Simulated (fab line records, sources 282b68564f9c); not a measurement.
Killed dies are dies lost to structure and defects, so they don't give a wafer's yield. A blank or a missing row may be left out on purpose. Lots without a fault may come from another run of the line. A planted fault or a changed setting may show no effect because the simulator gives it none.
fab line records | flow rit_cmos
record lots=6 wafers=18 last_day=6
route steps=202 shown FOX2@24 NWELL@28 M1@202
lots that met no fault: from a run of the same line without faults
start_h: hours from the record's first day to the start of the lot's first wafer shown | wait_h: hours since the lot's step before | " the same as in the row above | L1.1+2: a row that stands for several wafers | - no value, or no start given | * or withheld: withheld | < > ~ a bound
route shown NAME@n: a module of which the file shows steps, and the number in the route of the first | usual: mean/standard deviation of fault-free wafers | same: alike in all rows | chamber/n: place in a boat | sites: the reading at each site | _std_site: their standard deviation | _edge_site: outer sites' mean less inner sites' | radius_mm: how far each site lies from the wafer's centre | mask NAME#n: copy n | behind: the tool/chamber that last shaped the wafer | hold: why the lot was held/for how many hours/how that ended | device: the transistor (n, p or np) that didn't switch | end of line: the same wafers' tests at the end of the route | a step without rows: its recipe alone | killed: dies lost to structure and defects at the first sort, not the wafer's yield | map: a wafer's dies, x killed, . not, _ none there
set.NAME: the setting as run; set.NAME@STEP: as run at that earlier step | model.NAME: the simulator's own value behind a step, which no gauge read
lots at some steps of the route; a table a step, a row a wafer
services: from which hour (start_h, from the record's first day; less than 0 if before it) a tool's chamber was out of use, for how many hours, and why
## steps
# step RIT_FOX2_THK_MEAS_01
# recipe reads=SiO2_of_FOX2_OXIDATION_00
# usual FOX2_OXIDE_THK=336/6.7
# columns lot.wafer tool chamber start_h wait_h FOX2_OXIDE_THK[nm]
L877.1 film_metro-04 - 31.45 0.0 341
L877.3 " - " " 336
L877.4 " - " " 343
L885.1 film_metro-02 - 71.03 0.0 332
L885.3 " - " " 325
L885.5 " - " " 331
L889.4 film_metro-04 - 90.30 0.0 326
L889.5 " - " " 338
L889.6 " - " " 333
L891.1 film_metro-02 - 102.16 0.0 335
L891.3 " - " " 338
L891.4 " - " " 336
L892.1 film_metro-01 - 105.44 0.0 328
L892.3 " - " " 327
L892.5 " - " " 329
L893.1 film_metro-01 - 110.01 0.0 327
L893.3 " - " " 332
L893.4 " - " " 339
# step RIT_FOX2_CLEAN_02
# recipe chemistry=dHF dilution=50:1 time_s=180
# step RIT_FOX2_WET_ETCH_03
# recipe chemistry=H3PO4 target=Si3N4 target_depth_nm=195 temp_c=165 time_s=2700
# step RIT_FOX2_THK_MEAS_90
# recipe reads=SiO2_of_FOX2_OXIDATION_00
# usual FIELD_OXIDE_LEFT_1_THK=308/6.8
# columns lot.wafer tool chamber start_h wait_h FIELD_OXIDE_LEFT_1_THK[nm]
L877.1 film_metro-02 - 32.39 0.0 314
L877.3 " - " " 309
L877.4 " - " " 316
L885.1 film_metro-01 - 71.90 0.0 305
L885.3 " - " " 297
L885.5 " - " " 304
L889.4 film_metro-01 - 91.18 0.0 298
L889.5 " - " " 310
L889.6 " - " " 305
L891.1 film_metro-04 - 103.03 0.0 308
L891.3 " - " " 311
L891.4 " - " " 309
L892.1 film_metro-04 - 106.32 0.0 302
L892.3 " - " " 301
L892.5 " - " " 303
L893.1 film_metro-02 - 110.89 0.0 300
L893.3 " - " " 304
L893.4 " - " " 312
# step RIT_NWELL_HMDS_00
# recipe prime_time_s=60 prime_temp_c=140
# step RIT_NWELL_COAT_01
# recipe resist=NOVOLAK spin_rpm=2000 resist_thk_nm=1300
# step RIT_NWELL_SOFTBAKE_02
# recipe resist=NOVOLAK temp_c=90 time_s=60
# step RIT_NWELL_EXPOSE_03
# recipe mask_id=M2 na=0.57 target_cd_nm=43900 dose_mj=250
# step RIT_NWELL_PEB_04
# recipe resist=NOVOLAK temp_c=withheld time_s=withheld
# step RIT_NWELL_DEVELOP_05
# recipe resist=NOVOLAK develop_time_s=68 dev_temp_c=23
# step RIT_NWELL_OVL_MEAS_06
# usual NWELL_OVL=-0.5/1.3
# columns lot.wafer tool chamber start_h wait_h NWELL_OVL[nm]
L877.1 overlay-02 - 33.70 - -1.1
L877.3 " - " " 0.1
L877.4 " - " " 0.2
L885.1 overlay-02 - 72.97 - 0.2
L885.3 " - " " -0.9
L885.5 " - " " -1.9
L889.4 overlay-02 - 92.10 - -2.3
L889.5 " - " " -2.6
L889.6 " - " " -3.1
L891.1 overlay-02 - 104.25 - 1.5
L891.3 " - " " -1.6
L891.4 " - " " -1.3
L892.1 overlay-02 - 107.39 - 0.4
L892.3 " - " " 1.5
L892.5 " - " " -0.9
L893.1 overlay-02 - 111.95 - -2.1
L893.3 " - " " -1.2
L893.4 " - " " -1.2
# step RIT_NWELL_HARDBAKE_07
# recipe resist=NOVOLAK temp_c=139.2 time_s=120
# step RIT_NWELL_IMPLANT_08
# recipe species=P energy_kev=170 dose_cm2=5e+13 tilt_deg=7
# usual beam_energy_keV=170.00/0.058 faraday_current_uA=159/3.2 tilt_deg=7.003/0.018
# columns lot.wafer tool chamber start_h wait_h beam_energy_keV faraday_current_uA tilt_deg model.implant.drp_nm
L877.1 implanter-01 0 33.99 0.2 170.14 155 7.018 68.82
L877.3 " 0 " " 170.06 159 7.012 68.82
L877.4 " 0 " " 170.01 158 6.997 68.82
L885.1 implanter-02 0 73.25 0.2 170.04 160 7.003 68.82
L885.3 " 0 " " 170.04 158 7.033 68.82
L885.5 " 0 " " 169.99 153 7.003 68.82
L889.4 implanter-02 0 92.45 0.2 175.42 164 7.026 70.44
L889.5 " 0 " " 175.38 157 6.969 70.44
L889.6 " 0 " " 175.30 160 6.993 70.44
L891.1 implanter-02 0 104.54 0.2 175.28 159 7.004 70.44
L891.3 " 0 " " 175.26 160 6.985 70.44
L891.4 " 0 " " 175.37 162 6.992 70.44
L892.1 implanter-01 0 107.67 0.2 169.97 160 7.004 68.82
L892.3 " 0 " " 169.94 155 7.025 68.82
L892.5 " 0 " " 169.96 161 7.026 68.82
L893.1 implanter-01 0 112.24 0.2 169.97 156 7.000 68.82
L893.3 " 0 " " 169.96 159 6.972 68.82
L893.4 " 0 " " 169.93 154 6.977 68.82
# step RIT_NWELL_STRIP_09
# recipe chemistry=O2 time_s=180 resist=NOVOLAK platen_temp_c=withheld power_w=500 pressure_mtorr=4000 o2_flow_sccm=4000
# usual drypump_motor_current_A=5.5/0.41
# columns lot.wafer tool chamber start_h wait_h drypump_motor_current_A rf_hours_counter_h
L877.1 plasma_asher-01 0 34.14 0.1 4.9 37
L877.3 " 1 " " 5.4 -
L877.4 " 0 " " 4.9 -
L885.1 plasma_asher-04 1 73.40 0.1 5.2 30
L885.3 " 1 " " 5.2 -
L885.5 " 1 " " 5.2 -
L889.4 plasma_asher-04 1 92.58 0.1 5.2 -
L889.5 " 0 " " 5.7 -
L889.6 " 1 " " 5.3 -
L891.1 plasma_asher-02 1 104.69 0.1 6.2 45
L891.3 " 0 " " 5.3 -
L891.4 " 1 " " 6.1 -
L892.1 plasma_asher-01 1 107.82 0.1 5.4 46
L892.3 " 1 " " 5.4 -
L892.5 " 0 " " 4.9 -
L893.1 plasma_asher-04 0 112.39 0.1 5.8 34
L893.3 " 0 " " 5.7 -
L893.4 " 1 " " 5.2 -
# step RIT_M1_PROBE_99
# usual killed_at_contacts=0.1/0.27 killed_at_front_end=7/3.3 killed_dies=7/3.3 killed_open=3.5/2 killed_short=3.8/2.2
# same gross_dies=264 killed_at_M0_to_M3=0 killed_at_M4_up=0 killed_at_back_side=0 killed_at_other=0
# columns lot.wafer tool chamber start_h wait_h killed_at_contacts killed_at_front_end killed_dies killed_open killed_short model.etest.field_p_metal.vt_v model.etest.field_p.vt_v
L877.1 prober-02 - 75.54 0.1 0 5 5 3 2 -28.28 -12.22
L877.3 prober-02 - 75.64 0.2 0 8 8 3 5 -28.91 -12.15
L877.4 prober-02 - 75.69 0.2 0 5 5 1 4 -28.52 -12.28
L885.1 prober-02 - 112.26 0.1 1 12 13 8 5 -29 -12.18
L885.3 prober-02 - 112.36 0.2 1 9 10 3 7 -30.11 -12.2
L885.5 prober-02 - 112.46 0.2 1 10 11 8 3 -29.81 -12.18
L889.4 prober-02 - 132.44 0.2 0 10 10 4 6 -31.02 -12.64
L889.5 prober-02 - 132.49 0.2 0 6 6 3 3 -29.55 -12.57
L889.6 prober-02 - 132.54 0.2 0 7 7 4 3 -30.16 -12.57
L891.1 prober-02 - 143.54 0.1 0 7 7 3 4 -32.23 -13.7
L891.3 prober-02 - 143.64 0.2 0 13 13 3 10 -31.61 -13.59
L891.4 prober-02 - 143.69 0.2 0 7 7 2 5 -32.41 -13.57
L892.1 prober-01 - 145.04 0.1 0 13 13 5 8 -30.51 -12.56
L892.3 prober-01 - 145.14 0.2 0 6 6 4 2 -30.61 -12.61
L892.5 prober-01 - 145.24 0.2 0 1 1 1 0 -30.86 -12.58
L893.1 prober-02 - 151.96 0.1 0 10 10 4 6 -31.09 -12.62
L893.3 prober-02 - 152.06 0.2 0 8 8 2 6 -30.67 -12.61
L893.4 prober-02 - 152.11 0.2 0 7 7 6 1 -30.28 -12.56
# killed by level:class
L877.1 GATE:geometric_particle:short=2 GATE:geometric_particle:open=1 REOX:geometric_particle:open=1 SPACER:geometric_particle:open=1
L877.3 GATE:geometric_particle:short=3 GATE:geometric_particle:open=1 REOX:geometric_particle:open=1 REOX:geometric_particle:short=1 SILICIDE:geometric_particle:open=1 SILICIDE:geometric_particle:short=1
L877.4 FOX1:geometric_particle:short=2 GATE:geometric_particle:short=1 REOX:geometric_particle:open=1 SPACER:geometric_particle:short=1
L885.1 GATE:geometric_particle:open=3 SPACER:geometric_particle:short=3 SPACER:geometric_particle:open=2 FOX1:geometric_particle:open=1 FOX1:geometric_particle:short=1 FOX2:geometric_particle:open=1 GATE:geometric_particle:short=1 CONTACT:geometric_particle:open=1
L885.3 SPACER:geometric_particle:short=3 GATE:geometric_particle:open=2 REOX:geometric_particle:short=2 FOX2:geometric_particle:open=1 GATE:geometric_particle:short=1 CONTACT:geometric_particle:short=1
L885.5 GATE:geometric_particle:open=3 FOX1:geometric_particle:short=2 FOX2:geometric_particle:open=2 FOX1:geometric_particle:open=1 GATE:geometric_particle:short=1 SILICIDE:geometric_particle:open=1 CONTACT:geometric_particle:open=1
L889.4 FOX2:geometric_particle:short=3 FOX1:geometric_particle:open=2 FOX1:geometric_particle:short=1 FOX2:geometric_particle:open=1 GATE:geometric_particle:short=1 SPACER:geometric_particle:short=1 SILICIDE:geometric_particle:open=1
L889.5 FOX1:geometric_particle:short=3 REOX:geometric_particle:open=2 SILICIDE:geometric_particle:open=1
L889.6 SILICIDE:geometric_particle:open=2 FOX2:geometric_particle:short=1 FOX2:geometric_particle:open=1 GATE:geometric_particle:short=1 REOX:geometric_particle:short=1 SPACER:geometric_particle:open=1
L891.1 GATE:geometric_particle:short=3 FOX1:geometric_particle:open=1 FOX2:geometric_particle:open=1 SPACER:geometric_particle:short=1 SPACER:geometric_particle:open=1
L891.3 GATE:geometric_particle:short=4 SILICIDE:geometric_particle:short=2 FOX1:geometric_particle:short=1 FOX2:geometric_particle:open=1 FOX2:geometric_particle:short=1 REOX:geometric_particle:short=1 REOX:geometric_particle:open=1 SPACER:geometric_particle:short=1
L891.4 GATE:geometric_particle:short=4 GATE:geometric_particle:open=2 REOX:geometric_particle:short=1
L892.1 FOX1:geometric_particle:open=3 FOX1:geometric_particle:short=3 GATE:geometric_particle:short=2 SILICIDE:geometric_particle:short=2 FOX2:geometric_particle:open=1 REOX:geometric_particle:short=1 SPACER:geometric_particle:open=1
L892.3 FOX1:geometric_particle:open=3 FOX1:geometric_particle:short=1 SPACER:geometric_particle:open=1 SILICIDE:geometric_particle:short=1
L892.5 FOX1:geometric_particle:open=1
L893.1 FOX1:geometric_particle:short=2 SPACER:geometric_particle:short=2 FOX1:geometric_particle:open=1 FOX2:geometric_particle:open=1 GATE:geometric_particle:short=1 REOX:geometric_particle:short=1 REOX:geometric_particle:open=1 SPACER:geometric_particle:open=1
L893.3 GATE:geometric_particle:short=2 REOX:geometric_particle:short=2 FOX1:geometric_particle:open=1 FOX2:geometric_particle:short=1 GATE:geometric_particle:open=1 SILICIDE:geometric_particle:short=1
L893.4 FOX1:geometric_particle:open=2 GATE:geometric_particle:open=2 FOX2:geometric_particle:open=1 GATE:geometric_particle:short=1 SPACER:geometric_particle:open=1
## services
# columns tool chamber start_h hours kind
implanter-02 - 28.50 4.6 pm
implanter-02 - 55.32 15.0 repair
implanter-02 - 61.41 2.1 repair
implanter-01 - 86.10 4.9 pm
plasma_asher-02 - 108.75 9.0 pm
plasma_asher-02 0 108.75 9.0 vent_cycle
plasma_asher-02 1 108.75 9.0 vent_cycle
## key
first_sign step=RIT_NWELL_IMPLANT_08 reading=beam_energy_keV direction=up sigmas=92 usual=170.00 struck=175.34
effect none on later readings
model_effect step=RIT_NWELL_IMPLANT_08 value=implant.drp_nm without=68.82 struck=70.44
model_effect step=RIT_M1_PROBE_99 value=etest.field_p_metal.vt_v without=-29.85 struck=-31.17
met_at RIT_NWELL_IMPLANT_08
struck_wafers L889.4,L889.5,L889.6,L891.1,L891.3,L891.4
tester_left_out L889,L891
onset_between 73.25 92.45
fault kind=process_parameter_drift tool=implanter-02 chamber=- onset_h=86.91 steps=RIT_NWELL_IMPLANT_08 channel=energy_kev offset=5.3281 shape=step end_h=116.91 acts_in=these_recipes_only stated=170
# tester_left_out: of these lots the tester's yield and bins aren't shown, on N5 and GAA mostly nor the transistor test; their killed dies are dies lost to structure and defects alone, not to doping, threshold or leakage, so they don't give the yield
